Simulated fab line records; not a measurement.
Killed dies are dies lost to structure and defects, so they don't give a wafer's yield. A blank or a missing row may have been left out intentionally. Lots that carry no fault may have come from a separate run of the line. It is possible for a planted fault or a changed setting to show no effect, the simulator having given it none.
Which tool is to blame? :: flow ritCmos :: 11 lots (33 wafers sampled), 1 step of a 202-step route

## WHAT THE GAUGES SHOWED, per wafer
The record holds no reading of a measuring or inspecting step that can be judged against a usual standard deviation.

## EACH LOT AND THE TOOL THAT RAN IT (in order: tool; ch and the chambers of the sampled wafers; start)
lot: L527
RIT_NWELL_IMPLANT_08: implanter-04 ch 0, day 1 22:08

lot: L528
RIT_NWELL_IMPLANT_08: implanter-02 ch 0, day 2 03:22

lot: L529
RIT_NWELL_IMPLANT_08: implanter-04 ch 0, day 2 09:01

lot: L531
RIT_NWELL_IMPLANT_08: implanter-02 ch 0, day 2 17:37

lot: L537
RIT_NWELL_IMPLANT_08: implanter-02 ch 0, day 3 23:02

lot: L539
RIT_NWELL_IMPLANT_08: implanter-02 ch 0, day 4 09:40

lot: L541
RIT_NWELL_IMPLANT_08: implanter-04 ch 0, day 4 19:34

lot: L542
RIT_NWELL_IMPLANT_08: implanter-01 ch 0, day 5 01:15

lot: L546
RIT_NWELL_IMPLANT_08: implanter-04 ch 0, day 5 22:39

lot: L547
RIT_NWELL_IMPLANT_08: implanter-01 ch 0, day 6 03:31

lot: L550
RIT_NWELL_IMPLANT_08: implanter-04 ch 0, day 6 20:01
- RIT_NWELL_IMPLANT_08

## AS READ BY THE TOOLS THEMSELVES (means over the sampled wafers that have a number; for cases with no such wafer, the mark the record gives instead)
RIT_NWELL_IMPLANT_08. Usual: tiltDeg 6.998 degrees, standard deviation 0.02.
lot: L527
tool: implanter-04
tiltDeg (degrees): 6.975
flag: 

lot: L528
tool: implanter-02
tiltDeg (degrees): 7.007
flag: 

lot: L529
tool: implanter-04
tiltDeg (degrees): 6.978
flag: 

lot: L531
tool: implanter-02
tiltDeg (degrees): 7.000
flag: 

lot: L537
tool: implanter-02
tiltDeg (degrees): 6.602
flag: OFF

lot: L539
tool: implanter-02
tiltDeg (degrees): 6.593
flag: OFF

lot: L541
tool: implanter-04
tiltDeg (degrees): 6.978
flag: 

lot: L542
tool: implanter-01
tiltDeg (degrees): 7.021
flag: 

lot: L546
tool: implanter-04
tiltDeg (degrees): 6.990
flag: 

lot: L547
tool: implanter-01
tiltDeg (degrees): 6.995
flag: 

lot: L550
tool: implanter-04
tiltDeg (degrees): 6.991
flag: 

## THE ANSWER, worked out from the rows above alone
Rule: a lot is off if the mean of its wafers that have a number lies more than 3 standard deviations from the usual mean. A lot without any number at a reading at which 4 lots or more have one is off too. The other lots that the step has rows for count as sound. After the gauges, taken in route order, come the tools' own readings; for these a lot's mean is taken, as printed above. The first step at which some lot is off is used, and at that step the reading that is off furthest; a lot without a number counts as furthest.
Off, at RIT_NWELL_IMPLANT_08 on tiltDeg: L537, L539.
A tool fits if, at that step or a process step before it, it ran every lot that is off, and no sound lot after the first of them. One fits: implanter-02 at RIT_NWELL_IMPLANT_08. A fault onset in the window from L531 (day 2 17:37, its last sound lot) to L537 (day 3 23:02, its first lot off) fits.
The tool's own readings at RIT_NWELL_IMPLANT_08 bear it out: on the lots that are off they differ by more than 5 times the standard deviation of the sound lots' means. tiltDeg reads 6.598 degrees there against 6.993 degrees on the sound lots.

## WHAT HAD BEEN PUT IN BY THE SIMULATOR
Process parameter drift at RIT_NWELL_IMPLANT_08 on implanter-02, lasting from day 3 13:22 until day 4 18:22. From 7, the setting tiltDeg moved by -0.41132. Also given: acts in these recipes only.
Lots struck among those shown: L537, L539. Same finding as the rule above.
